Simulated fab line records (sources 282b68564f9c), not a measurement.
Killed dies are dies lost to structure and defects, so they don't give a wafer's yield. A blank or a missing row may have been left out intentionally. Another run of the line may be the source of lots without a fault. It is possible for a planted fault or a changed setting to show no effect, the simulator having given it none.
The same fault as seen by 2 desks | flow rit-cmos | each desk holds nothing but its own numbers, with what lay behind them at the end

FOR THE TOOL OWNER'S DESK: rie-diel-01
The tool's own readings at RIT_CONTACT_ETCH_11 (etches SiO2 in CHF3/CF4/Ar, stops on TiSi2, target depth 480 nm, time 320 s): means of the sampled wafers that have a number, for each lot that ran on this tool. Any lot whose mean is over 4 standard deviations away from the usual mean is out of limits and marked OUT; that distance is given in the brackets.
Columns: A = chamber-pressure-mTorr at RIT_CONTACT_ETCH_11, usual 100.00 mTorr; B = drypump-motor-current-A at RIT_CONTACT_ETCH_11, usual 5.7 A; C = oes-product-au at RIT_CONTACT_ETCH_11, usual 0.986 a.u.; D = throttle-valve-pct at RIT_CONTACT_ETCH_11, usual 8.87 %
lot  | first seen here | A      | B   | C     | D
L448 | day 3 13:37     | 99.99  | 6.0 | 0.983 | 8.98
L453 | day 4 12:37     | 100.10 | 5.7 | 0.990 | 8.96
L459 | day 6 00:14     | 99.99  | 5.4 | 0.988 | 8.94
L462 | day 6 12:36     | 100.03 | 5.9 | 0.989 | 8.96
Result from this desk: across the 4 lots, nothing is out of limits.

THE METROLOGY DESK
Lot by lot, what the gauges showed, no matter which tool ran the lot: averages of those sampled wafers that carry a number. Any lot whose mean is over 4 standard deviations away from the usual mean is out of limits and marked OUT; that distance is given in the brackets.
Columns: A = FIELD_OXIDE_LEFT_2_THK at RIT_FOX2_THK_MEAS_91, usual 256 nm
lot  | first seen here | A
L447 | day 2 13:18     | 269
L448 | day 2 17:13     | 247
L449 | day 2 19:22     | 244
L450 | day 3 01:40     | 262
L451 | day 3 06:06     | 242
L452 | day 3 11:17     | 269
L453 | day 3 16:12     | 259
L459 | day 5 00:19     | 258
L462 | day 5 14:12     | 246
L464 | day 6 02:14     | 248
L465 | day 6 06:44     | 251
L466 | day 6 09:36     | 257
L468 | day 6 22:03     | 259
Result from this desk: across the 13 lots, nothing is out of limits.

TAKEN TOGETHER
The tool owner's desk saw nothing out of limits.
Metrology desk: nothing out of limits seen.

WHAT WAS PUT IN BY THE SIMULATOR
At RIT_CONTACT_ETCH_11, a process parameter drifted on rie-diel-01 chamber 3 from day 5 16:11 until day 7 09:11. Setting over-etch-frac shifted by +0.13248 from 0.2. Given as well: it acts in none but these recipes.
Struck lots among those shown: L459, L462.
